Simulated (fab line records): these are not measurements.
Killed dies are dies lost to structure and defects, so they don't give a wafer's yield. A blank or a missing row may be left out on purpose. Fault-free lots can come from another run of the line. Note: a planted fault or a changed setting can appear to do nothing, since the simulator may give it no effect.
Shared-tool check -- flow ritCmos -- 45 wafers sampled across 15 lots

WHY THIS WAS OPENED
3 of 15 lots carry a flag on the reading CONTACT_OVL at RIT_CONTACT_OVL_MEAS_09. Wafers without a fault read 0.3 nm, standard deviation 1.4.
Rule: a lot gets a flag if all its wafers with a number sit over 4 standard deviations from that mean, or if no wafer of it has a number. As for the other lots, they are considered sound.

lot,measured,on,"CONTACT_OVL (nm), wafer by wafer",flag
L827,day 3 14:59,overlay-02,-2.4 -2.2 -1.1,
L828,day 3 19:20,overlay-01,-2.5 -1.3 -3.5,
L829,day 4 00:24,overlay-02,0.6 -1.0 0.4,
L830,day 4 06:31,overlay-01,-0.4 2.2 -0.6,
L831,day 4 13:18,overlay-02,-0.7 1.7 0.1,
L832,day 4 15:40,overlay-02,-1.6 -1.3 0.7,
L836,day 5 08:24,overlay-01,-0.7 -0.6 1.0,
L840,day 6 02:18,overlay-01,348.7 349.4 350.3,FLAGGED
L841,day 6 04:13,overlay-02,348.4 350.5 349.0,FLAGGED
L842,day 6 14:48,overlay-01,348.5 346.5 347.7,FLAGGED
L844,day 6 23:28,overlay-01,-1.3 0.6 -0.5,
L845,day 7 03:58,overlay-01,1.8 2.4 -0.2,
L846,day 7 05:23,overlay-02,1.2 0.6 0.1,
L848,day 7 19:26,overlay-02,-0.5 0.7 1.9,
L849,day 8 02:00,overlay-02,1.0 2.6 2.1,
On average the flagged lots read 348.8 nm, which is +348.5 nm against the usual, or +99 or more standard deviations.

LOT BY LOT: THE TOOL USED
3 process steps preceding the reading are held in the record, out of 202 steps in the route. Each cell gives the tool, then ch followed by the chambers the sampled wafers passed through, then the start.
lot,flag,RIT_PSD_STRIP_09,RIT_SDANNEAL_RTA_03,RIT_CONTACT_EXPOSE_05
L827,,"plasmaAsher-01 ch 0,1, day 3 11:46","rtpAnneal-01 ch 0, day 3 12:43","ilineStepper-02 ch 0, day 3 14:21"
L828,,"plasmaAsher-03 ch 0,1, day 3 16:16","rtpAnneal-02 ch 0, day 3 17:02","ilineStepper-02 ch 0, day 3 18:42"
L829,,"plasmaAsher-04 ch 0,1, day 3 21:30","rtpAnneal-01 ch 0, day 3 22:08","ilineStepper-02 ch 0, day 3 23:46"
L830,,"plasmaAsher-01 ch 1, day 4 03:36","rtpAnneal-02 ch 0, day 4 04:13","ilineStepper-02 ch 0, day 4 05:53"
L831,,"plasmaAsher-03 ch 0,1, day 4 10:19","rtpAnneal-01 ch 0, day 4 10:55","ilineStepper-01 ch 0, day 4 12:40"
L832,,"plasmaAsher-01 ch 0,1, day 4 12:44","rtpAnneal-02 ch 0, day 4 13:18","ilineStepper-02 ch 0, day 4 15:04"
L836,,"plasmaAsher-01 ch 0,1, day 5 05:32","rtpAnneal-02 ch 0, day 5 06:08","ilineStepper-01 ch 0, day 5 07:46"
L840,FLAGGED,"plasmaAsher-03 ch 0,1, day 5 23:23","rtpAnneal-02 ch 0, day 5 23:58","ilineStepper-02 ch 0, day 6 01:41"
L841,FLAGGED,"plasmaAsher-04 ch 0,1, day 6 01:21","rtpAnneal-01 ch 0, day 6 01:57","ilineStepper-02 ch 0, day 6 03:35"
L842,FLAGGED,"plasmaAsher-01 ch 0,1, day 6 11:51","rtpAnneal-02 ch 0, day 6 12:29","ilineStepper-02 ch 0, day 6 14:07"
L844,,"plasmaAsher-03 ch 0,1, day 6 20:23","rtpAnneal-02 ch 0, day 6 21:01","ilineStepper-01 ch 0, day 6 22:52"
L845,,"plasmaAsher-04 ch 0,1, day 7 01:01","rtpAnneal-01 ch 0, day 7 01:37","ilineStepper-01 ch 0, day 7 03:20"
L846,,"plasmaAsher-01 ch 0,1, day 7 02:30","rtpAnneal-02 ch 0, day 7 03:06","ilineStepper-01 ch 0, day 7 04:44"
L848,,"plasmaAsher-04 ch 0,1, day 7 16:27","rtpAnneal-02 ch 0, day 7 17:03","ilineStepper-01 ch 0, day 7 18:47"
L849,,"plasmaAsher-04 ch 0,1, day 7 23:11","rtpAnneal-01 ch 0, day 7 23:45","ilineStepper-01 ch 0, day 8 01:23"
What these steps do:
- RIT_PSD_STRIP_09: strips in O2, time 180 s.
- RIT_SDANNEAL_RTA_03: time 5 s.
- RIT_CONTACT_EXPOSE_05: exposes mask M11, target cd 1000 nm.
- RIT_CONTACT_OVL_MEAS_09

FLAGGED OVER TOTAL, TOOL BY TOOL (the gauges that took the reading come last)
step,tool,lots run,flagged,share of the flagged lots,sound lots run after its first flagged lot
RIT_PSD_STRIP_09,plasmaAsher-01,6,1,some,1 (L846)
RIT_PSD_STRIP_09,plasmaAsher-03,4,1,some,1 (L844)
RIT_PSD_STRIP_09,plasmaAsher-04,5,1,some,"3 (L845,L848,L849)"
RIT_SDANNEAL_RTA_03,rtpAnneal-01,6,1,some,"2 (L845,L849)"
RIT_SDANNEAL_RTA_03,rtpAnneal-02,9,2,some,"3 (L844,L846,L848)"
RIT_CONTACT_EXPOSE_05,ilineStepper-01,7,0,none,-
RIT_CONTACT_EXPOSE_05,ilineStepper-02,8,3,all,0
RIT_CONTACT_OVL_MEAS_09,overlay-01,7,2,some,"2 (L844,L845)"
RIT_CONTACT_OVL_MEAS_09,overlay-02,8,1,some,"3 (L846,L848,L849)"

WHAT THE TABLE PERMITS
All flagged lots share 1 row of the table, namely ilineStepper-02 at RIT_CONTACT_EXPOSE_05.
- ilineStepper-02 at RIT_CONTACT_EXPOSE_05: 3 of its 8 lots flagged. It ran its last sound lot, L832, at day 4 15:04 and its first flagged lot, L840, at day 6 01:41: a fault with its onset between the two fits.
One tool is left: ilineStepper-02 at RIT_CONTACT_EXPOSE_05.

WHAT HAD BEEN PUT IN BY THE SIMULATOR
Scanner matching overlay: ilineStepper-02, from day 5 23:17 on, at RIT_CONTACT_EXPOSE_05. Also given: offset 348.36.
Lots struck among those shown: L840, L841, L842. The same result came from the rule above.
